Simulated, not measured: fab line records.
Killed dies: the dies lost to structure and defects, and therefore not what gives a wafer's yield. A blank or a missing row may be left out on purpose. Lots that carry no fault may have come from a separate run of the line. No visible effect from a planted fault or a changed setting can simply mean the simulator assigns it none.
What tool caused it? -- flow ritCmos -- 33 wafers from 11 lots sampled at 4 of the route's 202 steps

== WHAT THE GAUGES READ, wafer by wafer ==
RIT_ACTIVE_BOW_MEAS_00. Usual: INCOMING_BOW gives 0 um (standard deviation 6.6).
lot,measured,on,INCOMING_BOW (um),flag
L547,day 1 10:00,filmMetro-04,4 9 -13,
L548,day 1 15:01,filmMetro-04,1 0 4,
L549,day 1 20:01,filmMetro-02,10 8 -4,
L550,day 2 01:00,filmMetro-01,-18 -5 5,
L551,day 2 06:01,filmMetro-01,4 14 -5,
L552,day 2 11:02,filmMetro-01,15 8 1,
L553,day 2 16:00,filmMetro-01,-5 12 2,
L554,day 2 21:00,filmMetro-01,10 0 0,
L559,day 3 22:02,filmMetro-02,4 0 -3,
L569,day 6 00:00,filmMetro-04,-2 0 8,
L570,day 6 05:00,filmMetro-01,-2 5 -2,

RIT_SPACER_THK_MEAS_04. Usual: SPACER_NITRIDE_THK gives 253.0 nm (standard deviation 2.3).
lot,measured,on,SPACER_NITRIDE_THK (nm),flag
L547,day 3 05:56,filmMetro-02,254.0 255.0 252.3,
L548,day 3 11:22,filmMetro-02,256.1 257.2 256.6,
L549,day 3 13:59,filmMetro-01,255.5 254.6 253.0,
L550,day 3 16:34,filmMetro-03,251.7 252.3 250.3,
L551,day 4 05:02,filmMetro-02,253.4 251.7 250.7,
L552,day 4 05:29,filmMetro-03,251.0 252.4 253.0,
L553,day 4 08:48,filmMetro-01,250.6 252.5 249.7,
L554,day 4 19:38,filmMetro-01,253.5 250.5 250.7,
L559,day 5 18:25,filmMetro-02,285.4 283.0 285.9,OFF
L569,day 7 23:41,filmMetro-02,252.7 254.3 254.8,
L570,day 8 05:25,filmMetro-03,251.2 252.2 250.7,

== WHICH TOOL RAN EACH LOT (tool, then ch and the chambers of the sampled wafers, then the start) ==
lot,RIT_GATE_STRIP_20,RIT_SPACER_CVD_03
L547,"plasmaAsher-04 ch 0,1, day 2 20:00","lpcvd-02 ch 1, day 3 04:01"
L548,"plasmaAsher-02 ch 0,1, day 3 02:28","lpcvd-02 ch 1, day 3 09:26"
L549,"plasmaAsher-04 ch 0, day 3 05:28","lpcvd-01 ch 0, day 3 12:04"
L550,"plasmaAsher-03 ch 0,1, day 3 06:14","lpcvd-01 ch 0, day 3 14:39"
L551,"plasmaAsher-04 ch 0,1, day 3 19:25","lpcvd-02 ch 1, day 4 02:10"
L552,"plasmaAsher-03 ch 0,1, day 3 19:29","lpcvd-01 ch 1, day 4 03:33"
L553,"plasmaAsher-02 ch 0,1, day 3 20:43","lpcvd-01 ch 1, day 4 06:53"
L554,"plasmaAsher-04 ch 0,1, day 4 09:06","lpcvd-01 ch 1, day 4 17:43"
L559,"plasmaAsher-02 ch 0,1, day 5 09:19","lpcvd-02 ch 0, day 5 16:28"
L569,"plasmaAsher-03 ch 0,1, day 7 13:22","lpcvd-01 ch 0, day 7 20:49"
L570,"plasmaAsher-04 ch 0,1, day 7 18:43","lpcvd-01 ch 1, day 8 02:32"
- RIT_GATE_STRIP_20: strips in O2, time 180 s.
- RIT_SPACER_CVD_03: deposits Si3N4 from SiH2Cl2/NH3, target thk 250 nm, time 3347 s.

== AS READ BY THE TOOLS THEMSELVES (means over the sampled wafers that have a number; for cases with no such wafer, the mark the record gives instead) ==
RIT_GATE_STRIP_20. Usual: drypumpMotorCurrentA 5.8 A, standard deviation 0.43; o2FlowSccm 3997 sccm, standard deviation 11.
lot,tool,drypumpMotorCurrentA (A),o2FlowSccm (sccm),flag
L547,plasmaAsher-04,5.8,4004,
L548,plasmaAsher-02,6.1,3995,
L549,plasmaAsher-04,5.9,4002,
L550,plasmaAsher-03,6.0,3991,
L551,plasmaAsher-04,5.8,3991,
L552,plasmaAsher-03,5.7,3988,
L553,plasmaAsher-02,5.6,3992,
L554,plasmaAsher-04,5.7,3993,
L559,plasmaAsher-02,5.6,4003,
L569,plasmaAsher-03,5.7,3992,
L570,plasmaAsher-04,5.7,4001,

RIT_SPACER_CVD_03. Usual: pressureMtorr 299.8 mTorr, standard deviation 0.56; sih2cl2FlowSccm 60.01 sccm, standard deviation 0.19.
lot,tool,pressureMtorr (mTorr),sih2cl2FlowSccm (sccm),flag
L547,lpcvd-02,300.0,60.00,
L548,lpcvd-02,299.9,59.92,
L549,lpcvd-01,300.1,59.95,
L550,lpcvd-01,299.9,59.92,
L551,lpcvd-02,299.6,59.92,
L552,lpcvd-01,300.0,60.17,
L553,lpcvd-01,298.7,60.21,
L554,lpcvd-01,299.7,60.14,
L559,lpcvd-02,299.7,90.24,OFF
L569,lpcvd-01,299.7,59.86,
L570,lpcvd-01,299.8,59.99,

== THE ANSWER, worked out from the rows above alone ==
Rule: take the mean of a lot's wafers that have a number; if it is more than 3 standard deviations from the usual mean, the lot is off. Also off: a lot with no number at a reading for which 4 or more lots have one. Where the step has rows for the other lots, those lots are counted as sound. The gauges are gone through in route order, then the tools' own readings, and for those a lot's mean is taken as printed above. At the first step where some lot is off, the reading lying furthest off is the one used; lots without a number count as furthest.
Off: at RIT_SPACER_THK_MEAS_04 (SPACER_NITRIDE_THK), L559.
If a tool, at a process step before that reading, ran all the lots that are off and no sound lot after the first of them, it fits. Not tried: the gauges at RIT_SPACER_THK_MEAS_04; whatever is off there is also off at RIT_SPACER_CVD_03, on other tools, and gauge error can't account for it. Undecided on this evidence; 2 tools fit (plasmaAsher-02 at RIT_GATE_STRIP_20, lpcvd-02 at RIT_SPACER_CVD_03).

== WHAT HAD BEEN PUT IN BY THE SIMULATOR ==
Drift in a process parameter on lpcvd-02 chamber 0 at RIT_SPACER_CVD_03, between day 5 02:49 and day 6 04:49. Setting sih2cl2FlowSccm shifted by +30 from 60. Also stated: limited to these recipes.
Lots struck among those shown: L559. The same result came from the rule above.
